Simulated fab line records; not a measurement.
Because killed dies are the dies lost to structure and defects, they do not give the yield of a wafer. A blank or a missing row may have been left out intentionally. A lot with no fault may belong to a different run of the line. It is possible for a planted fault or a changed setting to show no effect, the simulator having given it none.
fab line records	flow rit-cmos
[record] lots = 6	wafers = 18	last-day = 8
route steps=202 shown M1@184
lots that met no fault: from a run of the same line without faults
start-h: hours from the record's first day to the start of the lot's first wafer shown	wait-h: hours since the lot's step before	" unchanged from the row above	L1.1+2: a single row standing in for several wafers	- no value present, or no start provided	* or withheld: withheld	< > ~ a bound
route shown NAME@n: NAME is a module with steps in the file, n the number in the route of the first one	usual: mean/standard deviation taken from wafers without a fault	same: alike in all rows	chamber/n: place in a boat	sites: per-site readings	_std_site: the values' standard deviation	_edge_site: mean of outer sites minus mean of inner sites	radius-mm: how far each site lies from the wafer's centre	mask NAME#n: copy n	behind: the tool/chamber that last shaped the wafer	hold: why the lot went on hold/how many hours it stayed there/how the hold came to an end	device: which transistor (n, p or np) failed to switch	end of line: at the end of the route, the tests of the same wafers	where a step has no rows: the recipe by itself	killed: dies that structure and defects cost at the first sort, which is not the same as the wafer's yield	map: the dies of a wafer, with x for killed, . for not killed, _ for no die there
set.NAME: setting as actually run; set.NAME@STEP: the setting as run at that earlier step	model.NAME: the simulator's own value behind a step, which no gauge read
certain route steps with their lots: each step a table, each wafer a row
services: a tool's chamber out of use, with start hour (start-h, from the record's first day; less than 0 if before it), hours out, and reason
[[steps]]
[step RIT_M1_SPUTTER_00]
[recipe] material = Al	target-thk-nm = 400	power-w = 2000	chamber-pressure-pa = 0.4	gas = Ar	time-s = 500	substrate-temp-c = 25
[usual] throttle-valve-pct = 30.6/0.85
lot.wafer	tool	chamber	start-h	wait-h	throttle-valve-pct
L792.2	pvd-sputter-03	-	89.89	0.0	29.5
L792.3	"	-	"	"	30.6
L792.6	"	-	"	"	29.2
L796.3	pvd-sputter-02	-	112.74	0.0	30.5
L796.4	"	-	"	"	31.9
L796.6	"	-	"	"	30.7
L802.3	pvd-sputter-01	-	140.73	0.0	31.8
L802.4	"	-	"	"	30.0
L802.6	"	-	"	"	30.4
L805.1	pvd-sputter-02	-	166.16	0.0	31.5
L805.2	"	-	"	"	30.3
L805.5	"	-	"	"	31.8
L806.3	pvd-sputter-03	-	172.36	0.0	29.5
L806.4	"	-	"	"	29.2
L806.5	"	-	"	"	29.6
L807.4	pvd-sputter-02	-	181.68	0.0	31.5
L807.5	"	-	"	"	30.6
L807.6	"	-	"	"	29.8
[step RIT_M1_RS_MEAS_01]
[recipe] thk-meas-gauge = four-point-probe	reads = Al_of_M1_SPUTTER_00
[usual] M1_AL_RS = 0.0732/0.0011
lot.wafer	tool	chamber	start-h	wait-h	M1_AL_RS[ohm/sq]
L792.2	film-metro-04	-	90.21	0.2	0.0745
L792.3	"	-	"	"	0.0744
L792.6	"	-	"	"	0.0734
L796.3	film-metro-03	-	113.07	0.2	0.0736
L796.4	"	-	"	"	0.0731
L796.6	"	-	"	"	0.0746
L802.3	film-metro-01	-	141.07	0.2	0.0717
L802.4	"	-	"	"	0.0705
L802.6	"	-	"	"	0.0728
L805.1	film-metro-03	-	166.46	0.1	0.0724
L805.2	"	-	"	"	0.0729
L805.5	"	-	"	"	0.0742
L806.3	film-metro-04	-	172.70	0.2	0.0739
L806.4	"	-	"	"	0.0744
L806.5	"	-	"	"	0.0735
L807.4	film-metro-04	-	182.03	0.2	0.0732
L807.5	"	-	"	"	0.0724
L807.6	"	-	"	"	0.0732
[step RIT_M1_THK_MEAS_02]
[recipe] thk-meas-gauge = xrf	reads = Al_of_M1_SPUTTER_00
[usual] M1_AL_THK = 401/6.4
lot.wafer	tool	chamber	start-h	wait-h	M1_AL_THK[nm]
L792.2	film-metro-04	-	90.32	0.1	392
L792.3	"	-	"	"	395
L792.6	"	-	"	"	399
L796.3	film-metro-03	-	113.17	0.1	401
L796.4	"	-	"	"	404
L796.6	"	-	"	"	394
L802.3	film-metro-01	-	141.17	0.1	402
L802.4	"	-	"	"	412
L802.6	"	-	"	"	399
L805.1	film-metro-03	-	166.58	0.1	405
L805.2	"	-	"	"	404
L805.5	"	-	"	"	399
L806.3	film-metro-04	-	172.80	0.1	395
L806.4	"	-	"	"	392
L806.5	"	-	"	"	395
L807.4	film-metro-04	-	182.12	0.1	399
L807.5	"	-	"	"	403
L807.6	"	-	"	"	399
[step RIT_M1_HMDS_03]
[recipe] prime-time-s = 60	prime-temp-c = 140
[step RIT_M1_COAT_04]
[recipe] resist = NOVOLAK	spin-rpm = 2000	resist-thk-nm = 1300
[step RIT_M1_SOFTBAKE_05]
[recipe] resist = NOVOLAK	temp-c = 90	time-s = 60
[step RIT_M1_EXPOSE_06]
[recipe] mask-id = M12	na = 0.6	source-shape = conventional	sigma-outer = 0.5	target-cd-nm = 2600	dose-mj = 250
[step RIT_M1_PEB_07]
[recipe] resist = NOVOLAK	temp-c = withheld	time-s = withheld
[step RIT_M1_DEVELOP_08]
[recipe] resist = NOVOLAK	develop-time-s = 68	dev-temp-c = 23
[step RIT_M1_CD_MEAS_09]
[recipe] target-cd-nm = 2600
[usual] cd-nm = 2599.4/2
lot.wafer	tool	chamber	start-h	wait-h	cd-nm
L792.2	cd-sem-01	-	91.39	-	2596.8
L792.3	"	-	"	"	2598.0
L792.6	"	-	"	"	2598.1
L796.3	cd-sem-02	-	114.26	-	2602.2
L796.4	"	-	"	"	2601.1
L796.6	"	-	"	"	2599.9
L802.3	cd-sem-01	-	142.13	-	2601.2
L802.4	"	-	"	"	2601.5
L802.6	"	-	"	"	2601.1
L805.1	cd-sem-02	-	167.64	-	2598.7
L805.2	"	-	"	"	2599.2
L805.5	"	-	"	"	2598.5
L806.3	cd-sem-01	-	173.88	-	2602.1
L806.4	"	-	"	"	2600.4
L806.5	"	-	"	"	2601.5
L807.4	cd-sem-01	-	183.09	-	2600.0
L807.5	"	-	"	"	2599.2
L807.6	"	-	"	"	2598.1
[step RIT_M1_OVL_MEAS_10]
[usual] M1_OVL = -0.5/1.8
lot.wafer	tool	chamber	start-h	wait-h	M1_OVL[nm]
L792.2	overlay-01	-	91.50	0.1	-1.8
L792.3	"	-	"	"	-2.6
L792.6	"	-	"	"	-2.1
L796.3	overlay-01	-	114.35	0.1	-0.1
L796.4	"	-	"	"	-1.6
L796.6	"	-	"	"	-0.9
L802.3	overlay-01	-	142.22	0.1	-1.3
L802.4	"	-	"	"	-1.7
L802.6	"	-	"	"	-2.3
L805.1	overlay-01	-	167.76	0.1	-2.3
L805.2	"	-	"	"	-1.4
L805.5	"	-	"	"	-2.1
L806.3	overlay-02	-	173.97	0.1	2.1
L806.4	"	-	"	"	1.9
L806.5	"	-	"	"	0.2
L807.4	overlay-02	-	183.17	0.1	0.8
L807.5	"	-	"	"	-0.8
L807.6	"	-	"	"	0.7
[step RIT_M1_HARDBAKE_11]
[recipe] resist = NOVOLAK	temp-c = 140	time-s = 120
[step RIT_M1_METAL_ETCH_12]
[recipe] stop-on = SiO2	chemistry = Cl2/BCl3	target = Al	time-s = 165	over-etch-frac = 0.5	pressure-mtorr = 100	target-depth-a = 6000	rf-w = 250	Cl2_flow_sccm = 60	bcl3-flow-sccm = 50
[usual] drypump-motor-current-A = 5.5/0.46	mfc-cl2-sccm = 60.02/0.16	oes-product-au = 0.781/0.01	throttle-valve-pct = 8.27/0.12
lot.wafer	tool	chamber	start-h	wait-h	drypump-motor-current-A	mfc-cl2-sccm	oes-product-au	rf-hours-counter-h	throttle-valve-pct	model.NOVOLAK_of_M1_COAT_04.thk-nm
L792.2	rie-metal-02	1	91.78	0.2	5.7	60.21	0.763	4	8.46	795.5
L792.3	"	0	"	"	5.7	60.28	0.764	-	8.14	816.7
L792.6	"	1	"	"	5.7	60.29	0.771	-	8.47	796.6
L796.3	rie-metal-01	0	114.68	0.2	5.8	59.91	0.783	-	8.29	805
L796.4	"	1	"	"	6.0	59.69	0.779	-	8.27	803.9
L796.6	"	1	"	"	6.0	59.82	0.770	-	8.26	805
L802.3	rie-metal-02	1	142.55	0.2	5.7	60.19	0.789	-	8.47	864.1
L802.4	"	0	"	"	5.7	60.14	0.797	-	8.13	822.6
L802.6	"	0	"	"	5.7	60.06	0.783	-	8.15	820.6
L805.1	rie-metal-02	0	168.08	0.2	5.7	59.93	0.784	6	8.14	817.9
L805.2	"	1	"	"	5.7	59.98	0.771	5	8.47	859
L805.5	"	0	"	"	5.7	59.92	0.762	-	8.13	809.3
L806.3	rie-metal-01	1	174.30	0.2	6.0	60.20	0.776	-	8.27	824
L806.4	"	0	"	"	5.8	60.06	0.782	-	8.30	820.9
L806.5	"	0	"	"	5.8	60.05	0.786	-	8.28	822.8
L807.4	rie-metal-04	1	183.49	0.1	4.8	60.00	0.776	-	8.24	811.2
L807.5	"	1	"	"	4.8	60.00	0.787	-	8.25	812.1
L807.6	"	0	"	"	4.9	60.10	0.777	-	8.14	806.2
[step RIT_M1_STRIP_13]
[recipe] chemistry = nmp	resist = NOVOLAK	temp-c = 80	time-s = 600	dry = n2-spin
[step RIT_M1_PROBE_99]
lot.wafer	tool	chamber	start-h	wait-h	model.etest.antenna-m1.vt-shift-v
L792.2	prober-02	-	94.89	0.1	-0.01453
L792.3	prober-02	-	94.94	0.2	-0.01048
L792.6	prober-02	-	95.09	0.2	-0.009224
L796.3	prober-02	-	116.98	0.2	-0.01064
L796.4	prober-02	-	117.03	0.2	-0.01655
L796.6	prober-02	-	117.13	0.2	-0.01527
L802.3	prober-02	-	144.86	0.2	-0.005138
L802.4	prober-02	-	144.91	0.2	-0.01382
L802.6	prober-02	-	145.01	0.2	-0.01359
L805.1	prober-01	-	170.33	0.1	-0.009383
L805.2	prober-01	-	170.38	0.1	-0.004586
L805.5	prober-01	-	170.53	0.2	-0.008251
L806.3	prober-02	-	176.60	0.2	-0.008927
L806.4	prober-02	-	176.65	0.2	-0.0165
L806.5	prober-02	-	176.70	0.2	-0.007609
L807.4	prober-01	-	185.84	0.2	-0.005391
L807.5	prober-01	-	185.89	0.2	-0.01201
L807.6	prober-01	-	185.94	0.2	-0.01313
// killed by level:class
L792.2 GATE:geometric-particle:short=4 GATE:geometric-particle:open=4 FOX1:geometric-particle:open=2 SPACER:geometric-particle:short=2 SPACER:geometric-particle:open=1 SILICIDE:geometric-particle:open=1
L792.3 FOX1:geometric-particle:open=2 FOX2:geometric-particle:open=2 FOX1:geometric-particle:short=1 GATE:geometric-particle:short=1 GATE:geometric-particle:open=1 SILICIDE:geometric-particle:open=1 CONTACT:geometric-particle:open=1
L792.6 FOX1:geometric-particle:open=2 FOX1:geometric-particle:short=2
L796.3 SILICIDE:geometric-particle:short=3 GATE:geometric-particle:open=2 SILICIDE:geometric-particle:open=2 REOX:geometric-particle:open=1 SPACER:geometric-particle:open=1
L796.4 GATE:geometric-particle:short=1 GATE:geometric-particle:open=1 SPACER:geometric-particle:short=1 SILICIDE:geometric-particle:short=1
L796.6 FOX2:geometric-particle:open=2 SILICIDE:geometric-particle:open=2 FOX1:geometric-particle:open=1 FOX2:geometric-particle:short=1 GATE:geometric-particle:short=1 GATE:geometric-particle:open=1 SPACER:geometric-particle:short=1
L806.3 FOX1:geometric-particle:open=2 GATE:geometric-particle:short=2 REOX:geometric-particle:short=2 FOX1:geometric-particle:short=1 GATE:geometric-particle:open=1 REOX:geometric-particle:open=1 SPACER:geometric-particle:open=1 SPACER:geometric-particle:short=1
L806.4 SILICIDE:geometric-particle:short=2 GATE:geometric-particle:short=1 GATE:geometric-particle:open=1 REOX:geometric-particle:open=1 SPACER:geometric-particle:short=1 SILICIDE:geometric-particle:open=1
L806.5 GATE:geometric-particle:short=2 SPACER:geometric-particle:short=2 SILICIDE:geometric-particle:short=1
L807.4 FOX1:geometric-particle:open=1 FOX1:geometric-particle:short=1 FOX2:geometric-particle:short=1 REOX:geometric-particle:open=1
L807.5 GATE:geometric-particle:open=2 SILICIDE:geometric-particle:open=2 GATE:geometric-particle:short=1 REOX:geometric-particle:short=1 REOX:geometric-particle:open=1 SILICIDE:geometric-particle:short=1 PSD:coat-microbubble-printed=1
L807.6 GATE:geometric-particle:short=2 FOX1:geometric-particle:short=1 PSD:coat-microbubble-printed=1
[[services]]
tool	chamber	start-h	hours	kind
rie-metal-01	-	70.65	28.1	pm
pvd-sputter-03	-	107.04	37.1	repair
rie-metal-01	-	116.02	2.8	pm
rie-metal-04	-	136.12	20.0	pm
rie-metal-04	0	136.12	20.0	vent-cycle
rie-metal-04	1	136.12	20.0	vent-cycle
pvd-sputter-01	-	141.84	0.8	repair
pvd-sputter-01	-	153.88	5.6	repair
rie-metal-04	0	156.12	-	clean
rie-metal-04	1	156.12	-	clean
[[key]]
first-sign none at tools or gauges
[model-effect] step = RIT_M1_METAL_ETCH_12	value = NOVOLAK_of_M1_COAT_04.thk-nm	without = 803	struck = 861.6
[model-effect] step = RIT_M1_PROBE_99	value = etest.antenna-m1.vt-shift-v	without = -0.01062	struck = -0.004862
met-at RIT_M1_METAL_ETCH_12
struck-wafers L802.3,L805.2
sort-left-out L802.3,L805.2
onset-between 91.78 142.55
[fault] kind = process-parameter-drift	tool = rie-metal-02	chamber = 1	onset-h = 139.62	steps = RIT_M1_METAL_ETCH_12	channel = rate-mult	offset = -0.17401	shape = step
// sort-left-out: the simulated sort isn't trusted on such a fault, so these wafers' sort isn't shown, and their yield isn't known
